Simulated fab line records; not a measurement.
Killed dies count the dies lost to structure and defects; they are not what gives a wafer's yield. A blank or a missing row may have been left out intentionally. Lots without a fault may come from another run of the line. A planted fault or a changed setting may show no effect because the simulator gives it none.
Code-filled problem report in 8D (eight disciplines) form / flow berkeley cmos170 / the parts of the form that need people (team, actions taken, sign-off) are left out

1. WHAT WENT WRONG
Wafers with no fault read 0.867 a.u. with a standard deviation of 0.011, whereas oes product au at UCB170_V1_ETCH_14 reads a mean of 0.818 a.u. on 1 wafer of 1 lot. Measured from the usual mean, that is -4.5 standard deviations.
The step: etches SiO2 in CHF3/CF4/Ar, stops on Al, target depth 1250 nm, time 291 s.
First seen on wafer L304.2, day 8 14:04, on rie diel-02. The record holds 39 wafers of 13 lots with a number at this step. Rule for "out", or "out of limits": more than 4 standard deviations from the usual mean. Any other wafer with a number is counted as sound.

2. WHAT IT IS AND WHAT IT IS NOT
question=which readings at this step | is=oes product au | is not=drypump motor current A, mfc ar sccm, throttle valve pct
question=which lots | is=L304 | is not=L300, L301, L302, L303, L311, L314, L316, L317, L319, L320, L321, L322
question=which wafers of those lots | is=L304.2 | is not=L304.1, L304.6
question=read on which tools | is=rie diel-02 | is not=rie diel-01, rie diel-04
question=when | is=from day 8 14:04 | is not=up to then (14 sound wafers); but 24 sound wafers of L311, L314, L316, L317, L319, L320, L321, L322 came after

3. WHAT RULES OUT EACH SUSPECT
Counting: any tool at a process step up to the reading remains a suspect provided it ran every lot that is out. Sound lots after the first of them don't rule it out here, since some wafers of a struck lot are sound.
- plasma asher-01 at UCB170_CONTACT_STRIP_06 (strips in O2): kept. It processed L304, the lot that is out, at day 7 23:43, and its most recent sound lot before then was L302 at day 7 07:40.
- rie diel-02 at UCB170_V1_ETCH_14 (etches SiO2 in CHF3/CF4/Ar, stops on Al, target depth 1250 nm, time 291 s): kept. It processed L304, the lot that is out, at day 8 14:04, and its most recent sound lot before then was L303 at day 7 17:37. On those wafers its own readings are out: oes product au.
- The sound lot-mates ran in chamber 0 of plasma asher-01 at UCB170_CONTACT_STRIP_06, but the wafers that are out ran in chamber 1.
- At UCB170_V1_ETCH_14, inside rie diel-02: chamber 1 took the wafers that are out, while their sound lot-mates went through chambers 0, 2.
The count leaves rie diel-02 at UCB170_V1_ETCH_14 and plasma asher-01 at UCB170_CONTACT_STRIP_06.

4. THE CAUSE (what the simulator had put in)
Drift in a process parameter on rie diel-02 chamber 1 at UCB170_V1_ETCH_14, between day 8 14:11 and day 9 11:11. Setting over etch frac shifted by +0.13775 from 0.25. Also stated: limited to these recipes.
This tool is one of the 2 suspects left after counting.

5. THE EFFECT CHAIN, in route order
Each row: a reading whose mean over the struck wafers that have a number lies more than 3 standard deviations from the usual. Scope: only readings with a usual standard deviation given in the record; hours: median across lots of the time from each lot's start at the first step in this table that gives one to its start at this step; sigmas: change in usual standard deviations.
hours=0; step=UCB170_V1_ETCH_14; reading=oes product au; usual=0.867 a.u.; on struck wafers=0.818; change=-0.049; sigmas=-4.5
hours=0; step=UCB170_V1_STRIP_15; reading=strip time to endpoint s; usual=15.31 s; on struck wafers=14.58; change=-0.73; sigmas=-7.4
It contains these process steps:
- UCB170_V1_ETCH_14: etches SiO2 in CHF3/CF4/Ar, stops on Al, target depth 1250 nm, time 291 s.
- UCB170_V1_STRIP_15: strips in O2.
Later measuring or inspecting steps at which every struck wafer that the step has a row for has a number for every such reading, and none has moved that far: UCB170_M2_RS_MEAS_02.

6. WHAT WOULD HAVE CAUGHT IT SOONER
In this record the first reading out of limits was taken at day 8 14:04.
